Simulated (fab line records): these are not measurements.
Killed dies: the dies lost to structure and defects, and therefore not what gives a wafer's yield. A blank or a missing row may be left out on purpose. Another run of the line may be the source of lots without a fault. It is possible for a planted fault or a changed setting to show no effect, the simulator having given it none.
A single fault, viewed from 2 desks || flow berkeley-cmos170 || only its own numbers are on each desk; what lay behind them is given at the end

== METROLOGY DESK ==
What the gauges read, lot by lot, whatever tool the lot ran on: means of the sampled wafers that have a number. Any lot whose mean is over 4 standard deviations away from the usual mean is out of limits and marked OUT; that distance is given in the brackets.
Columns: A = SPACER_TEOS_THK at UCB170_SPACER_THK_MEAS_01, usual 376 nm
{"lot": "L320", "first seen here": "day 7 09:34", "A": 376}
{"lot": "L319", "first seen here": "day 7 09:59", "A": 373}
{"lot": "L323", "first seen here": "day 8 01:07", "A": 372}
{"lot": "L322", "first seen here": "day 8 02:26", "A": 371}
{"lot": "L324", "first seen here": "day 8 02:47", "A": 373}
{"lot": "L321", "first seen here": "day 8 03:01", "A": 374}
{"lot": "L326", "first seen here": "day 9 03:48", "A": 377}
{"lot": "L325", "first seen here": "day 9 04:07", "A": 382}
{"lot": "L329", "first seen here": "day 9 05:08", "A": 373}
{"lot": "L333", "first seen here": "day 10 10:26", "A": "658 (+47) OUT"}
{"lot": "L334", "first seen here": "day 10 15:55", "A": "662 (+48) OUT"}
{"lot": "L340", "first seen here": "day 11 23:19", "A": 372}
{"lot": "L341", "first seen here": "day 11 23:49", "A": 373}
{"lot": "L342", "first seen here": "day 12 05:43", "A": 378}
This desk's finding: out of limits on L333, L334; first on L333, day 10 10:26 (SPACER_TEOS_THK at UCB170_SPACER_THK_MEAS_01). L320, L319, L323, L322, L324, L321, L326, L325, L329, L340, L341, L342: within limits.

== FOR THE TOOL OWNER'S DESK: pecvd-03 ==
The tool's own readings at UCB170_SPACER_CVD_00 (deposits SiO2 from TEOS/O2, target thk 376 nm, time 47 s): means of the sampled wafers that have a number, for each lot that ran on this tool. Any lot whose mean is over 4 standard deviations away from the usual mean is out of limits and marked OUT; that distance is given in the brackets.
Columns: A = heater-power-w at UCB170_SPACER_CVD_00, usual 275 W
{"lot": "L320", "first seen here": "day 7 09:30", "A": 212}
{"lot": "L323", "first seen here": "day 8 01:04", "A": 220}
{"lot": "L321", "first seen here": "day 8 02:58", "A": 224}
{"lot": "L326", "first seen here": "day 9 03:45", "A": 228}
{"lot": "L329", "first seen here": "day 9 05:06", "A": 188}
{"lot": "L333", "first seen here": "day 10 10:23", "A": 232}
{"lot": "L334", "first seen here": "day 10 15:52", "A": 251}
This desk's finding: nothing out of limits on any of the 7 lots.

== TAKEN TOGETHER ==
An alarm was possible from the metrology desk at day 10 10:26, on L333, L334.
The tool owner's desk saw nothing out of limits.
The tool owner's desk has L333, L334 on record, within its limits.
Of the lots named, all ran UCB170_SPACER_CVD_00 on pecvd-03.

== WHAT WAS PUT IN BY THE SIMULATOR ==
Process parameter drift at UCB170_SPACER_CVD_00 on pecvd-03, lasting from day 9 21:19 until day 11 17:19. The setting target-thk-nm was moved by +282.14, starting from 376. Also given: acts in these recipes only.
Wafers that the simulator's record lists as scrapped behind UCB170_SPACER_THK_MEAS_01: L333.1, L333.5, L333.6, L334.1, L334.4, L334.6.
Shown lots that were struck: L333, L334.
Time in hours between the start of the fault and the first out-of-limits reading at each desk: metrology desk, 13.
